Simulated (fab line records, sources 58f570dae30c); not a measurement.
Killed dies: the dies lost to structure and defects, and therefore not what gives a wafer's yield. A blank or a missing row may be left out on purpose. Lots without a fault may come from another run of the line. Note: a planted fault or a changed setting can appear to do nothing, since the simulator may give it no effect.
What tool caused it?    flow berkeleyCmos170    14 lots with 42 wafers sampled at 6 steps, on a route of 331 steps

WHAT THE GAUGES SHOWED, per wafer
UCB170_PVT_TW_MEAS_09. Usual: PVT_TW gives 510.6 (standard deviation 2.3).
lot   measured      on            PVT_TW             flag
L926  day 5 15:25   filmMetro-03  507.6 508.3 511.7  
L925  day 5 15:52   filmMetro-03  510.7 509.9 509.3  
L927  day 6 00:56   filmMetro-03  509.2 509.2 510.3  
L929  day 6 14:18   filmMetro-03  510.5 508.3 510.5  
L930  day 7 06:02   filmMetro-03  510.1 508.6 509.1  
L932  day 7 07:48   filmMetro-02  512.2 510.2 513.0  
L936  day 7 20:10   filmMetro-02  508.6 513.6 510.7  
L937  day 8 12:02   filmMetro-03  512.7 510.2 510.8  
L939  day 8 22:15   filmMetro-03  510.5 512.6 511.6  
L941  day 8 22:44   filmMetro-03  512.9 514.9 513.7  
L943  day 9 05:50   filmMetro-02  508.7 508.0 510.4  
L940  day 9 06:33   filmMetro-04  510.0 507.8 510.2  
L947  day 9 22:44   filmMetro-03  507.7 507.4 507.6  
L948  day 10 00:58  filmMetro-03  511.0 510.3 510.8  

UCB170_GATE_THK_MEAS_02. Usual: GATE_OXIDE_THK gives 6.67 nm (standard deviation 0.13).
lot   measured      on            GATE_OXIDE_THK (nm)  flag
L926  day 5 20:57   filmMetro-03  6.61 6.58 6.64       
L925  day 5 21:01   filmMetro-03  6.88 6.83 6.78       
L927  day 6 05:51   filmMetro-03  6.71 6.59 6.66       
L929  day 6 18:36   filmMetro-03  6.69 6.67 6.75       
L930  day 7 09:22   filmMetro-03  6.35 6.49 6.43       
L932  day 7 11:59   filmMetro-01  6.71 6.85 6.99       
L936  day 7 23:12   filmMetro-04  6.78 6.80 6.68       
L937  day 8 16:01   filmMetro-01  6.42 6.50 6.46       
L939  day 9 02:41   filmMetro-04  6.57 6.68 6.81       
L941  day 9 02:40   filmMetro-01  6.60 6.60 6.68       
L943  day 9 10:18   filmMetro-04  6.50 6.59 6.51       
L940  day 9 10:17   filmMetro-01  6.59 6.62 6.70       
L947  day 10 02:44  filmMetro-03  6.78 6.67 6.73       
L948  day 10 02:47  filmMetro-01  6.66 6.82 6.76       

UCB170_PLDD_TW_MEAS_11. Usual: PLDD_TW gives 1013 (standard deviation 5.4).
lot   measured      on            PLDD_TW                        flag
L926  day 6 06:30   filmMetro-01  1008 1007 1004                 
L925  day 6 07:12   filmMetro-02  1025 1020 1024                 
L927  day 6 17:05   filmMetro-02  1017 1025 1026                 
L929  day 7 05:38   filmMetro-01  1011 1009 1013                 
L930  day 7 20:31   filmMetro-04  1008 1011 1008                 
L932  day 7 22:13   filmMetro-02  1017 1019 1019                 
L936  day 8 10:16   filmMetro-01  1010 1015 1008                 
L937  day 9 01:17   filmMetro-02  1016 1018 1021                 
L939  day 9 14:13   filmMetro-04  1107 1110 1107 1108 1108 1115  OFF
L941  day 9 13:56   filmMetro-01  1008 1013 1010                 
L943  day 9 19:08   filmMetro-01  1012 1007 1008                 
L940  day 9 19:46   filmMetro-02  1117 1111 1115 1110 1114 1109  OFF
L947  day 10 13:09  filmMetro-04  1001 1002 1005                 
L948  day 10 13:39  filmMetro-04  1014 1004 1004                 

UCB170_NLDD_TW_MEAS_11. Usual: NLDD_TW gives 2225 (standard deviation 13).
lot   measured      on            NLDD_TW         flag
L926  day 6 08:17   filmMetro-01  2209 2206 2213  
L925  day 6 09:08   filmMetro-02  2232 2245 2238  
L927  day 6 19:07   filmMetro-02  2238 2240 2243  
L929  day 7 07:40   filmMetro-02  2240 2240 2234  
L930  day 7 22:34   filmMetro-02  2240 2228 2240  
L932  day 8 00:11   filmMetro-02  2220 2243 2227  
L936  day 8 12:34   filmMetro-01  2215 2208 2214  
L937  day 9 03:56   filmMetro-04  2216 2225 2228  
L939  day 9 20:14   filmMetro-04  2217 2221 2220  
L941  day 9 15:47   filmMetro-01  2214 2205 2208  
L943  day 9 22:24   filmMetro-02  2234 2226 2233  
L940  day 10 02:40  filmMetro-01  2235 2225 2230  
L947  day 10 15:14  filmMetro-04  2197 2202 2216  
L948  day 10 16:01  filmMetro-01  2234 2234 2236  

UCB170_SDANNEAL_RS_MEAS_04: a four-point-probe measurement. Usual: PLDD_RS gives 1031.6 ohm/sq (standard deviation 3).
lot   measured      on            PLDD_RS (ohm/sq)                     flag
L926  day 6 19:16   filmMetro-01  1030.9 1029.7 1032.1                 
L925  day 6 19:45   filmMetro-01  1032.1 1034.4 1034.8                 
L927  day 7 07:19   filmMetro-04  1031.2 1036.0 1033.8                 
L929  day 7 20:16   filmMetro-04  1028.8 1030.8 1030.9                 
L930  day 8 06:59   filmMetro-02  1031.1 1031.0 1027.5                 
L932  day 8 07:35   filmMetro-04  1034.2 1032.1 1033.5                 
L936  day 8 22:06   filmMetro-01  1032.9 1036.4 1031.6                 
L937  day 9 14:49   filmMetro-04  1025.9 1027.7 1027.9                 
L939  day 10 03:48  filmMetro-01  824.3 823.6 823.4 823.3 823.7 824.4  OFF
L941  day 10 02:14  filmMetro-01  1025.5 1025.9 1031.5                 
L943  day 10 09:52  filmMetro-01  1032.3 1034.7 1034.1                 
L940  day 10 11:27  filmMetro-01  820.0 821.2 820.8 821.7 821.0 821.0  OFF
L947  day 11 03:03  filmMetro-01  1033.7 1034.1 1033.0                 
L948  day 11 03:26  filmMetro-04  1033.8 1035.3 1031.5                 

TOOL THAT RAN EACH LOT (tool first, then ch and the chambers of the sampled wafers, then the start)
lot   UCB170_PLDD_IMPLANT_08
L926  implanter-02 ch 0, day 6 06:06
L925  implanter-02 ch 0, day 6 06:48
L927  implanter-02 ch 0, day 6 16:41
L929  implanter-03 ch 0, day 7 05:14
L930  implanter-03 ch 0, day 7 20:07
L932  implanter-01 ch 0, day 7 21:50
L936  implanter-03 ch 0, day 8 09:52
L937  implanter-01 ch 0, day 9 00:55
L939  implanter-03 ch 0, day 9 13:51
L941  implanter-02 ch 0, day 9 13:33
L943  implanter-02 ch 0, day 9 18:42
L940  implanter-03 ch 0, day 9 19:22
L947  implanter-01 ch 0, day 10 12:46
L948  implanter-01 ch 0, day 10 13:15
- UCB170_PLDD_IMPLANT_08

AS READ BY THE TOOLS THEMSELVES (means over the sampled wafers that have a number; for cases with no such wafer, the mark the record gives instead)
UCB170_PLDD_IMPLANT_08. Usual: beamEnergyKeV 10.000, standard deviation 0.0037; beamOnS 10.01 s, standard deviation 0.19; doseIonsCm2 4.998e+13, standard deviation 6.4e+10; faradayCurrentUA 158, standard deviation 3; rotationDeg 0.004 degrees, standard deviation 0.018.
lot   tool          beamEnergyKeV  beamOnS (s)  doseIonsCm2  faradayCurrentUA  rotationDeg (degrees)  flag
L926  implanter-02  9.998          9.96         4.997e+13    160               0.016                  
L925  implanter-02  9.995          10.14        5.002e+13    156               0.002                  
L927  implanter-02  9.999          9.91         5.004e+13    160               0.023                  
L929  implanter-03  10.002         10.15        5.001e+13    156               0.023                  
L930  implanter-03  10.005         9.91         4.995e+13    160               0.018                  
L932  implanter-01  10.004         9.91         5.002e+13    160               0.006                  
L936  implanter-03  10.001         10.09        4.998e+13    157               0.007                  
L937  implanter-01  10.003         10.20        4.988e+13    155               0.019                  
L939  implanter-03  9.999          12.28        8.369e+13    216               -0.003                 OFF
L941  implanter-02  9.999          10.01        5.009e+13    158               0.000                  
L943  implanter-02  9.998          9.91         4.996e+13    161               0.013                  
L940  implanter-03  10.004         11.88        8.363e+13    223               -0.017                 OFF
L947  implanter-01  9.995          10.03        4.998e+13    158               -0.005                 
L948  implanter-01  9.997          9.99         4.992e+13    159               -0.002                 

THE ANSWER, worked out from the rows above alone
Rule: take the mean of a lot's wafers that have a number; if it is more than 3 standard deviations from the usual mean, the lot is off. A lot without any number at a reading at which 4 lots or more have one is off too. The other lots that the step has rows for count as sound. First the gauges in route order, then the tools' own readings, where a lot's mean is used as printed above. The first step at which some lot is off is used, and at that step the reading that is off furthest; a lot without a number counts as furthest.
Off: at UCB170_PLDD_TW_MEAS_11 (PLDD_TW), L939, L940.
If a tool, at a process step before that reading, ran all the lots that are off and no sound lot after the first of them, it fits. The gauges at UCB170_PLDD_TW_MEAS_11 aren't tried: what is off there is off at UCB170_SDANNEAL_RS_MEAS_04 too, on other tools, and a gauge's error can't cause that. One candidate fits, namely implanter-03 at UCB170_PLDD_IMPLANT_08. Its last sound lot is L936 (day 8 09:52), its first lot that is off L939 (day 9 13:51): a fault that began between those two fits.
The tool's own readings at UCB170_PLDD_IMPLANT_08 bear it out: on the lots that are off they differ by more than 5 times the standard deviation of the sound lots' means. beamOnS reads 12.08 s there against 10.02 s on the sound lots; doseIonsCm2 reads 8.366e+13 there against 4.998e+13 on the sound lots; faradayCurrentUA reads 220 there against 158 on the sound lots.

WHAT HAD BEEN PUT IN BY THE SIMULATOR
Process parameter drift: implanter-03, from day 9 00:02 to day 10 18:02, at UCB170_PLDD_IMPLANT_08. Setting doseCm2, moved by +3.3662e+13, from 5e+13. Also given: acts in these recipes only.
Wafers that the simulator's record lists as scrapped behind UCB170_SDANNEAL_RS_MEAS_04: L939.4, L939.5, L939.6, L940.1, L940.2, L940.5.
Lots struck among those shown: L939, L940. This agrees with what the rule above found.
